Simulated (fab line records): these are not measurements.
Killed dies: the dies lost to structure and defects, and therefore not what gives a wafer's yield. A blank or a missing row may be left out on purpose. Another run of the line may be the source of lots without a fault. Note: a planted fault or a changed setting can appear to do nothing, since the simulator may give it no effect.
Problem report in the 8D (eight disciplines) form, filled by code :: flow ritCmos :: the parts of the form that need people (team, actions taken, sign-off) are left out

## 1. THE PROBLEM
wafer_temp_C_max at RIT_SILICIDE_RTA_06 reads a mean of 749.6 on 9 wafers of 3 lots; wafers without a fault read 753.3 with a standard deviation of 0.78. Relative to the usual mean, that is a shift of -4.7 standard deviations.
The step: time 10 s, ramp up 5 s, ramp down 10 s.
Earliest sighting: wafer L484.1 on rtpAnneal-02 at day 5 08:26. The record has a number at this step for 21 wafers belonging to 7 lots. Rule for "out", or "out of limits": more than 4 standard deviations from the usual mean. The other wafers with a number count as sound.

## 2. WHAT THIS IS AND IS NOT
question: which readings at this step
is: wafer_temp_C_max
is not: -

question: which lots
is: L484, L485, L487
is not: L477, L482, L496, L497

question: which wafers of those lots
is: all that have a number
is not: -

question: read on which tools
is: rtpAnneal-02
is not: rtpAnneal-01

question: when
is: from day 5 08:26
is not: up to then (6 sound wafers); but 6 sound wafers of L496, L497 came after

## 3. THE SUSPECTS, EACH WITH WHAT RULES IT OUT
Counting: a tool stays on the suspect list if, at a process step up to the reading, it processed all lots that are out and no sound lot following the first of them.
- rtpAnneal-01 at RIT_SILICIDE_RTA_04 (time 10 s, ramp up 5 s, ramp down 5 s): kept. Every lot that is out went through it, starting with L484 (day 5 08:20), and after that it ran no sound lot; the last sound lot it ran before then is L482 (day 4 22:13).
- rtpAnneal-02 at RIT_SILICIDE_RTA_06 (time 10 s, ramp up 5 s, ramp down 10 s): kept. Every lot that is out went through it, starting with L484 (day 5 08:26), and after that it ran no sound lot; the last sound lot it ran before then is L482 (day 4 22:19). Its own wafer_temp_C_max readings are out on those wafers.
Left after counting: rtpAnneal-01 at RIT_SILICIDE_RTA_04, rtpAnneal-02 at RIT_SILICIDE_RTA_06.

## 4. THE CAUSE (what the simulator had put in)
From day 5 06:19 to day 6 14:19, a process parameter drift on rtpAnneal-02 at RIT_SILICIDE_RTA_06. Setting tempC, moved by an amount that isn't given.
This tool is one of the 2 suspects left after counting.

## 5. THE EFFECT CHAIN, in route order
Each row: a reading where the mean over the struck wafers with a number is more than 3 standard deviations away from the usual. Readings are gone through only where the record gives a usual standard deviation; hours: the median, over the lots, of the time from a lot's start at the first step in this table giving one to that lot's start at this step; sigmas: the change measured in usual standard deviations.
hours: 0
step: RIT_SILICIDE_RTA_06
reading: wafer_temp_C_max
usual: 753.3
on struck wafers: 749.6
change: -3.7
sigmas: -4.7
Process steps it contains:
- RIT_SILICIDE_RTA_06: time 10 s, ramp up 5 s, ramp down 10 s.

## 6. HOW IT WOULD HAVE BEEN CAUGHT EARLIER
In this record the first reading out of limits was taken at day 5 08:26, 2 hours after the fault began at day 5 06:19.
